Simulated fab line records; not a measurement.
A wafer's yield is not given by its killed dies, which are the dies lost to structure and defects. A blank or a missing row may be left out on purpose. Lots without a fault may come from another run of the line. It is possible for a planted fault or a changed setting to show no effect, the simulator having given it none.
What tool caused it? || flow berkeley-cmos170 || 14 lots with 42 wafers sampled at 3 steps, on a route of 331 steps

## WHAT THE GAUGES READ, wafer by wafer
UCB170_NWELL_THK_MEAS_05.
{"lot": "L412", "measured": "day 2 07:21", "on": "film-metro-02", "NWELL_NITRIDE_THK (nm)": "222.9 224.2 223.7"}
{"lot": "L414", "measured": "day 2 12:48", "on": "film-metro-02", "NWELL_NITRIDE_THK (nm)": "222.5 223.6 223.2"}
{"lot": "L417", "measured": "day 3 04:11", "on": "film-metro-04", "NWELL_NITRIDE_THK (nm)": "222.7 223.1 223.5"}
{"lot": "L418", "measured": "day 3 12:58", "on": "film-metro-02", "NWELL_NITRIDE_THK (nm)": "223.9 225.9 225.4"}
{"lot": "L419", "measured": "day 3 16:51", "on": "film-metro-02", "NWELL_NITRIDE_THK (nm)": "222.0 223.3 223.8"}
{"lot": "L420", "measured": "day 3 21:23", "on": "film-metro-03", "NWELL_NITRIDE_THK (nm)": "223.7 224.3 224.5"}
{"lot": "L424", "measured": "day 4 13:10", "on": "film-metro-03", "NWELL_NITRIDE_THK (nm)": "222.9 222.7 222.8"}
{"lot": "L425", "measured": "day 4 20:56", "on": "film-metro-02", "NWELL_NITRIDE_THK (nm)": "224.3 224.9 224.1"}
{"lot": "L426", "measured": "day 5 03:32", "on": "film-metro-02", "NWELL_NITRIDE_THK (nm)": "225.2 226.8 223.4"}
{"lot": "L427", "measured": "day 5 04:13", "on": "film-metro-02", "NWELL_NITRIDE_THK (nm)": "224.8 223.2 225.5"}
{"lot": "L432", "measured": "day 6 14:59", "on": "film-metro-02", "NWELL_NITRIDE_THK (nm)": "225.3 224.6 223.5"}
{"lot": "L433", "measured": "day 6 21:45", "on": "film-metro-02", "NWELL_NITRIDE_THK (nm)": "222.5 225.8 223.4"}
{"lot": "L434", "measured": "day 7 01:07", "on": "film-metro-02", "NWELL_NITRIDE_THK (nm)": "226.0 227.8 228.5"}
{"lot": "L435", "measured": "day 7 01:07", "on": "film-metro-04", "NWELL_NITRIDE_THK (nm)": "228.8 226.0 229.7"}

UCB170_CONTACT_CD_MEAS_90 targets a cd of 700 nm.
{"lot": "L412", "measured": "day 6 20:10", "on": "cd-sem-02", "cd-nm (nm)": "700.2 698.6 699.7"}
{"lot": "L414", "measured": "day 7 02:19", "on": "cd-sem-01", "cd-nm (nm)": "697.0 700.2 699.2"}
{"lot": "L417", "measured": "day 7 22:20", "on": "cd-sem-01", "cd-nm (nm)": "699.7 699.2 700.0"}
{"lot": "L418", "measured": "day 8 09:23", "on": "cd-sem-01", "cd-nm (nm)": "698.2 701.1 701.0"}
{"lot": "L419", "measured": "day 8 09:44", "on": "cd-sem-02", "cd-nm (nm)": "700.9 702.0 700.3"}
{"lot": "L420", "measured": "day 8 16:09", "on": "cd-sem-01", "cd-nm (nm)": "699.0 696.9 697.1"}
{"lot": "L424", "measured": "day 9 17:44", "on": "cd-sem-01", "cd-nm (nm)": "701.1 698.7 700.8"}
{"lot": "L425", "measured": "day 9 14:23", "on": "cd-sem-02", "cd-nm (nm)": "696.2 697.0 698.2"}
{"lot": "L426", "measured": "day 10 01:25", "on": "cd-sem-02", "cd-nm (nm)": "699.0 698.9 700.8"}
{"lot": "L427", "measured": "day 10 01:31", "on": "cd-sem-01", "cd-nm (nm)": "699.3 696.9 699.2"}
{"lot": "L432", "measured": "day 10 19:10", "on": "cd-sem-01", "cd-nm (nm)": "701.8 702.5 699.0"}
{"lot": "L433", "measured": "day 11 23:01", "on": "cd-sem-01", "cd-nm (nm)": "698.0 699.1 699.7"}
{"lot": "L434", "measured": "day 11 23:15", "on": "cd-sem-01", "cd-nm (nm)": "699.1 698.9 700.2"}
{"lot": "L435", "measured": "day 11 23:08", "on": "cd-sem-01", "cd-nm (nm)": "699.1 699.6 699.0"}

## WHAT TOOL EACH LOT RAN ON (gives the tool, then ch and the chambers of the sampled wafers, and finally the start)
{"lot": "L412", "UCB170_PSD_IMPLANT_08": "implanter-02 ch 0, day 6 12:01"}
{"lot": "L414", "UCB170_PSD_IMPLANT_08": "implanter-03 ch 0, day 6 15:54"}
{"lot": "L417", "UCB170_PSD_IMPLANT_08": "implanter-03 ch 0, day 7 12:09"}
{"lot": "L418", "UCB170_PSD_IMPLANT_08": "implanter-03 ch 0, day 7 22:28"}
{"lot": "L419", "UCB170_PSD_IMPLANT_08": "implanter-02 ch 0, day 7 22:19"}
{"lot": "L420", "UCB170_PSD_IMPLANT_08": "implanter-02 ch 0, day 8 07:34"}
{"lot": "L424", "UCB170_PSD_IMPLANT_08": "implanter-03 ch 0, day 9 04:43"}
{"lot": "L425", "UCB170_PSD_IMPLANT_08": "implanter-04 ch 0, day 9 04:07"}
{"lot": "L426", "UCB170_PSD_IMPLANT_08": "implanter-04 ch 0, day 9 16:54"}
{"lot": "L427", "UCB170_PSD_IMPLANT_08": "implanter-02 ch 0, day 9 17:09"}
{"lot": "L432", "UCB170_PSD_IMPLANT_08": "implanter-04 ch 0, day 10 06:44"}
{"lot": "L433", "UCB170_PSD_IMPLANT_08": "implanter-02 ch 0, day 11 11:07"}
{"lot": "L434", "UCB170_PSD_IMPLANT_08": "implanter-02 ch 0, day 11 11:40"}
{"lot": "L435", "UCB170_PSD_IMPLANT_08": "implanter-04 ch 0, day 11 11:23"}
- UCB170_PSD_IMPLANT_08

## WHAT THE TOOLS THEMSELVES READ (means of the sampled wafers that have a number; where no wafer has one, the mark that the record gives instead)
UCB170_PSD_IMPLANT_08.
{"lot": "L412", "tool": "implanter-02", "beam-energy-keV": 19.997}
{"lot": "L414", "tool": "implanter-03", "beam-energy-keV": 19.991}
{"lot": "L417", "tool": "implanter-03", "beam-energy-keV": 19.997}
{"lot": "L418", "tool": "implanter-03", "beam-energy-keV": 19.804}
{"lot": "L419", "tool": "implanter-02", "beam-energy-keV": 19.999}
{"lot": "L420", "tool": "implanter-02", "beam-energy-keV": 19.998}
{"lot": "L424", "tool": "implanter-03", "beam-energy-keV": 19.801}
{"lot": "L425", "tool": "implanter-04", "beam-energy-keV": 19.995}
{"lot": "L426", "tool": "implanter-04", "beam-energy-keV": 20.003}
{"lot": "L427", "tool": "implanter-02", "beam-energy-keV": 19.994}
{"lot": "L432", "tool": "implanter-04", "beam-energy-keV": 20.002}
{"lot": "L433", "tool": "implanter-02", "beam-energy-keV": 20.002}
{"lot": "L434", "tool": "implanter-02", "beam-energy-keV": 20.000}
{"lot": "L435", "tool": "implanter-04", "beam-energy-keV": 19.993}

## THE ANSWER, worked out from the rows above alone
Rule: the lots themselves supply what counts as usual. The widest of any qualifying gaps counts: lots, ordered by their means at a reading, are off when they make up no more than a third of the lots, leave a main group of 4 or more, and stand apart from it by 3 or more times the standard deviation of that group's means. The tables above print the reading to a certain number of digits; a main group whose means all agree to those digits is not used. Also off: a lot with no number at a reading for which 4 or more lots have one. Any other lot the step has rows for is counted as sound. Order of review: gauges by route order, followed by the tools' own readings, for which a lot's mean as printed above is used. At the first step where some lot is off, the reading lying furthest off is the one used; lots without a number count as furthest.
Off, at UCB170_PSD_IMPLANT_08 on beam-energy-keV: L418, L424. Mean 19.998 and standard deviation 0.0037 in the main group.
If a tool, at that step or one of the process steps before it, ran each lot that is off and ran no sound lot following the first of them, it fits. One candidate fits, namely implanter-03 at UCB170_PSD_IMPLANT_08. A fault onset in the window from L417 (day 7 12:09, its last sound lot) to L418 (day 7 22:28, its first lot off) fits.
On the lots that are off, the tool's own readings at UCB170_PSD_IMPLANT_08 differ by more than 5 times the standard deviation of the sound lots' means, which bears it out; beam-energy-keV reads 19.802 there versus 19.998 on the sound lots.

## WHAT THE SIMULATOR HAD INSERTED
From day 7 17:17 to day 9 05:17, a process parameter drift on implanter-03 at UCB170_PSD_IMPLANT_08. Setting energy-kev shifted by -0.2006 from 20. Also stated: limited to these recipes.
Lots struck among those shown: L418, L424. The rule above found the same.
